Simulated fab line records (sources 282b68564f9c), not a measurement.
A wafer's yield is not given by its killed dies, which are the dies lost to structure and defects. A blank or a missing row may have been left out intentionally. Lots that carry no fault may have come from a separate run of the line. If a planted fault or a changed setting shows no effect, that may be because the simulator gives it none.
Which tool was responsible? :: flow rit-cmos :: 45 wafers from 15 lots sampled at 5 of the route's 202 steps

WHAT EACH GAUGE READ, for each wafer
RIT_FOX1_THK_MEAS_01.
lot: L624
measured: day 1 18:22
on: film-metro-01
FOX1_OXIDE_THK (nm): 341 352 346

lot: L625
measured: day 1 23:03
on: film-metro-04
FOX1_OXIDE_THK (nm): 350 354 350

lot: L626
measured: day 2 03:44
on: film-metro-02
FOX1_OXIDE_THK (nm): 352 345 346

lot: L627
measured: day 2 08:32
on: film-metro-01
FOX1_OXIDE_THK (nm): 351 349 346

lot: L629
measured: day 2 19:13
on: film-metro-02
FOX1_OXIDE_THK (nm): 342 344 343

lot: L631
measured: day 3 03:59
on: film-metro-04
FOX1_OXIDE_THK (nm): 358 355 361

lot: L632
measured: day 3 08:52
on: film-metro-01
FOX1_OXIDE_THK (nm): 354 353 350

lot: L634
measured: day 3 19:14
on: film-metro-01
FOX1_OXIDE_THK (nm): 352 349 352

lot: L635
measured: day 4 00:28
on: film-metro-01
FOX1_OXIDE_THK (nm): 354 351 352

lot: L636
measured: day 4 05:27
on: film-metro-01
FOX1_OXIDE_THK (nm): 344 345 348

lot: L637
measured: day 4 09:59
on: film-metro-04
FOX1_OXIDE_THK (nm): 356 348 348

lot: L638
measured: day 4 14:59
on: film-metro-04
FOX1_OXIDE_THK (nm): 344 353 348

lot: L639
measured: day 4 20:39
on: film-metro-02
FOX1_OXIDE_THK (nm): 349 349 348

lot: L640
measured: day 5 01:53
on: film-metro-01
FOX1_OXIDE_THK (nm): 354 349 349

lot: L646
measured: day 6 06:49
on: film-metro-01
FOX1_OXIDE_THK (nm): 345 341 345

RIT_PSD_OVL_MEAS_06.
lot: L624
measured: day 3 06:13
on: overlay-01
PSD_OVL (nm): 0.1 0.5 0.6

lot: L625
measured: day 3 06:20
on: overlay-02
PSD_OVL (nm): 1.9 -0.1 0.0

lot: L626
measured: day 3 10:40
on: overlay-01
PSD_OVL (nm): 1.3 0.7 0.5

lot: L627
measured: day 3 14:56
on: overlay-02
PSD_OVL (nm): -0.7 0.5 -2.8

lot: L629
measured: day 4 01:58
on: overlay-02
PSD_OVL (nm): 0.2 -0.4 0.8

lot: L631
measured: day 4 10:38
on: overlay-02
PSD_OVL (nm): -1.7 -2.9 -1.0

lot: L632
measured: day 4 17:03
on: overlay-02
PSD_OVL (nm): -0.3 -1.1 -1.3

lot: L634
measured: day 5 03:53
on: overlay-02
PSD_OVL (nm): -1.8 -1.6 0.2

lot: L635
measured: day 5 07:23
on: overlay-02
PSD_OVL (nm): 0.2 -1.1 -1.3

lot: L636
measured: day 5 12:42
on: overlay-02
PSD_OVL (nm): -0.6 -0.1 3.2

lot: L637
measured: day 5 18:31
on: overlay-01
PSD_OVL (nm): -3.1 -1.9 -1.4

lot: L638
measured: day 5 22:58
on: overlay-02
PSD_OVL (nm): 1.3 -0.8 -2.4

lot: L639
measured: day 6 04:16
on: overlay-01
PSD_OVL (nm): -0.8 0.0 -0.5

lot: L640
measured: day 6 08:15
on: overlay-01
PSD_OVL (nm): -0.1 0.2 1.4

lot: L646
measured: day 7 14:25
on: overlay-01
PSD_OVL (nm): -0.6 -2.4 -1.4

RIT_CONTACT_CD_MEAS_08: the cd target is 1000 nm.
lot: L624
measured: day 3 09:48
on: cd-sem-01
cd-nm (nm): 998.0 999.3 996.7

lot: L625
measured: day 3 09:56
on: cd-sem-02
cd-nm (nm): 999.9 999.4 1000.1

lot: L626
measured: day 3 13:46
on: cd-sem-02
cd-nm (nm): 995.5 993.4 993.7

lot: L627
measured: day 3 18:05
on: cd-sem-02
cd-nm (nm): 999.8 1000.5 999.5

lot: L629
measured: day 4 05:21
on: cd-sem-02
cd-nm (nm): 1004.7 1006.0 1003.8

lot: L631
measured: day 4 13:50
on: cd-sem-01
cd-nm (nm): 997.8 998.8 998.9

lot: L632
measured: day 4 20:23
on: cd-sem-02
cd-nm (nm): 998.8 1001.9 1001.9

lot: L634
measured: day 5 06:57
on: cd-sem-01
cd-nm (nm): 998.9 999.0 996.9

lot: L635
measured: day 5 10:35
on: cd-sem-01
cd-nm (nm): 1001.2 1002.5 1000.5

lot: L636
measured: day 5 15:48
on: cd-sem-01
cd-nm (nm): 989.0 987.5 986.9

lot: L637
measured: day 5 21:38
on: cd-sem-02
cd-nm (nm): 986.8 988.5 988.6

lot: L638
measured: day 6 02:11
on: cd-sem-02
cd-nm (nm): 995.9 996.6 994.0

lot: L639
measured: day 6 07:44
on: cd-sem-02
cd-nm (nm): 992.8 990.3 990.5

lot: L640
measured: day 6 11:37
on: cd-sem-02
cd-nm (nm): 1003.1 1002.6 1005.8

lot: L646
measured: day 7 17:34
on: cd-sem-01
cd-nm (nm): 1002.0 1002.1 1000.6

WHICH TOOL RAN EACH LOT (tool, then ch and the chambers of the sampled wafers, then the start)
lot: L624
RIT_NRETRO_STRIP_09: plasma-asher-02 ch 0,1, day 2 07:10
RIT_CONTACT_DEVELOP_07: litho-track-03 ch 0, day 3 09:00

lot: L625
RIT_NRETRO_STRIP_09: plasma-asher-02 ch 0,1, day 2 11:59
RIT_CONTACT_DEVELOP_07: litho-track-01 ch 0, day 3 09:00

lot: L626
RIT_NRETRO_STRIP_09: plasma-asher-02 ch 0, day 2 16:28
RIT_CONTACT_DEVELOP_07: litho-track-03 ch 0, day 3 13:00

lot: L627
RIT_NRETRO_STRIP_09: plasma-asher-02 ch 0,1, day 2 20:58
RIT_CONTACT_DEVELOP_07: litho-track-01 ch 0, day 3 17:00

lot: L629
RIT_NRETRO_STRIP_09: plasma-asher-03 ch 0,1, day 3 07:42
RIT_CONTACT_DEVELOP_07: litho-track-01 ch 0, day 4 05:00

lot: L631
RIT_NRETRO_STRIP_09: plasma-asher-02 ch 0,1, day 3 16:31
RIT_CONTACT_DEVELOP_07: litho-track-01 ch 0, day 4 13:00

lot: L632
RIT_NRETRO_STRIP_09: plasma-asher-02 ch 0,1, day 3 21:21
RIT_CONTACT_DEVELOP_07: litho-track-04 ch 0, day 4 20:00

lot: L634
RIT_NRETRO_STRIP_09: plasma-asher-02 ch 1, day 4 07:38
RIT_CONTACT_DEVELOP_07: litho-track-03 ch 0, day 5 06:00

lot: L635
RIT_NRETRO_STRIP_09: plasma-asher-03 ch 0,1, day 4 13:43
RIT_CONTACT_DEVELOP_07: litho-track-01 ch 0, day 5 10:00

lot: L636
RIT_NRETRO_STRIP_09: plasma-asher-03 ch 0,1, day 4 18:02
RIT_CONTACT_DEVELOP_07: litho-track-01 ch 0, day 5 15:00

lot: L637
RIT_NRETRO_STRIP_09: plasma-asher-03 ch 0, day 4 22:20
RIT_CONTACT_DEVELOP_07: litho-track-01 ch 0, day 5 21:00

lot: L638
RIT_NRETRO_STRIP_09: plasma-asher-03 ch 0,1, day 5 03:23
RIT_CONTACT_DEVELOP_07: litho-track-03 ch 0, day 6 01:00

lot: L639
RIT_NRETRO_STRIP_09: plasma-asher-02 ch 0,1, day 5 10:11
RIT_CONTACT_DEVELOP_07: litho-track-01 ch 0, day 6 07:00

lot: L640
RIT_NRETRO_STRIP_09: plasma-asher-03 ch 1, day 5 14:11
RIT_CONTACT_DEVELOP_07: litho-track-04 ch 0, day 6 11:00

lot: L646
RIT_NRETRO_STRIP_09: plasma-asher-02 ch 0,1, day 6 19:59
RIT_CONTACT_DEVELOP_07: litho-track-03 ch 0, day 7 17:00
- RIT_NRETRO_STRIP_09: strips in O2, time 180 s.
- RIT_CONTACT_DEVELOP_07: develop time 120 s.

AS READ BY THE TOOLS THEMSELVES (means over the sampled wafers that have a number; for cases with no such wafer, the mark the record gives instead)
RIT_NRETRO_STRIP_09.
lot: L624
tool: plasma-asher-02
drypump-motor-current-A (A): 5.7

lot: L625
tool: plasma-asher-02
drypump-motor-current-A (A): 5.7

lot: L626
tool: plasma-asher-02
drypump-motor-current-A (A): 6.1

lot: L627
tool: plasma-asher-02
drypump-motor-current-A (A): 5.7

lot: L629
tool: plasma-asher-03
drypump-motor-current-A (A): 5.3

lot: L631
tool: plasma-asher-02
drypump-motor-current-A (A): 5.9

lot: L632
tool: plasma-asher-02
drypump-motor-current-A (A): 5.9

lot: L634
tool: plasma-asher-02
drypump-motor-current-A (A): 5.5

lot: L635
tool: plasma-asher-03
drypump-motor-current-A (A): 5.3

lot: L636
tool: plasma-asher-03
drypump-motor-current-A (A): 5.3

lot: L637
tool: plasma-asher-03
drypump-motor-current-A (A): 5.4

lot: L638
tool: plasma-asher-03
drypump-motor-current-A (A): 5.3

lot: L639
tool: plasma-asher-02
drypump-motor-current-A (A): 5.9

lot: L640
tool: plasma-asher-03
drypump-motor-current-A (A): 5.1

lot: L646
tool: plasma-asher-02
drypump-motor-current-A (A): 5.7

RIT_CONTACT_DEVELOP_07.
lot: L624
tool: litho-track-03
developer-temp-C (C): 23.13

lot: L625
tool: litho-track-01
developer-temp-C (C): 23.16

lot: L626
tool: litho-track-03
developer-temp-C (C): 23.09

lot: L627
tool: litho-track-01
developer-temp-C (C): 23.03

lot: L629
tool: litho-track-01
developer-temp-C (C): 22.87

lot: L631
tool: litho-track-01
developer-temp-C (C): 22.99

lot: L632
tool: litho-track-04
developer-temp-C (C): 23.00

lot: L634
tool: litho-track-03
developer-temp-C (C): 22.97

lot: L635
tool: litho-track-01
developer-temp-C (C): 23.04

lot: L636
tool: litho-track-01
developer-temp-C (C): 25.34

lot: L637
tool: litho-track-01
developer-temp-C (C): 25.40

lot: L638
tool: litho-track-03
developer-temp-C (C): 23.08

lot: L639
tool: litho-track-01
developer-temp-C (C): 25.34

lot: L640
tool: litho-track-04
developer-temp-C (C): 23.03

lot: L646
tool: litho-track-03
developer-temp-C (C): 22.93

THE ANSWER, worked out from the rows above alone
Rule: the lots themselves supply what counts as usual. Put in order of their means at a reading, lots are off if they are a third of the lots or fewer, leave a main group of 4 or more, and stand apart from it by a gap of 3 or more times the standard deviation of the main group's means; of several such gaps the widest counts. A main group is skipped when, at the precision printed for the reading in the tables above, its means are all equal. Also off: a lot with no number at a reading for which 4 or more lots have one. Where the step has rows for the other lots, those lots are counted as sound. The gauges are gone through in route order, then the tools' own readings, and for those a lot's mean is taken as printed above. The first step at which some lot is off is used, and at that step the reading that is off furthest; a lot without a number counts as furthest.
Off at RIT_CONTACT_DEVELOP_07 (developer-temp-C): L636, L637, L639. The main group: mean 23.03 C, standard deviation 0.079.
If a tool, at that step or one of the process steps before it, ran each lot that is off and ran no sound lot following the first of them, it fits. One fits: RIT_CONTACT_DEVELOP_07 on litho-track-01. Its last sound lot is L635 (day 5 10:00), its first lot that is off L636 (day 5 15:00): a fault that began between those two fits.
On the lots that are off, the tool's own readings at RIT_CONTACT_DEVELOP_07 differ by more than 5 times the standard deviation of the sound lots' means, which bears it out; developer-temp-C reads 25.36 C there versus 23.03 C on the sound lots.

WHAT THE SIMULATOR HAD PUT IN
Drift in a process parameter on litho-track-01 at RIT_CONTACT_DEVELOP_07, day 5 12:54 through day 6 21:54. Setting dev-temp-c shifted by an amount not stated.
Shown lots that were struck: L636, L637, L639. The rule above found the same.
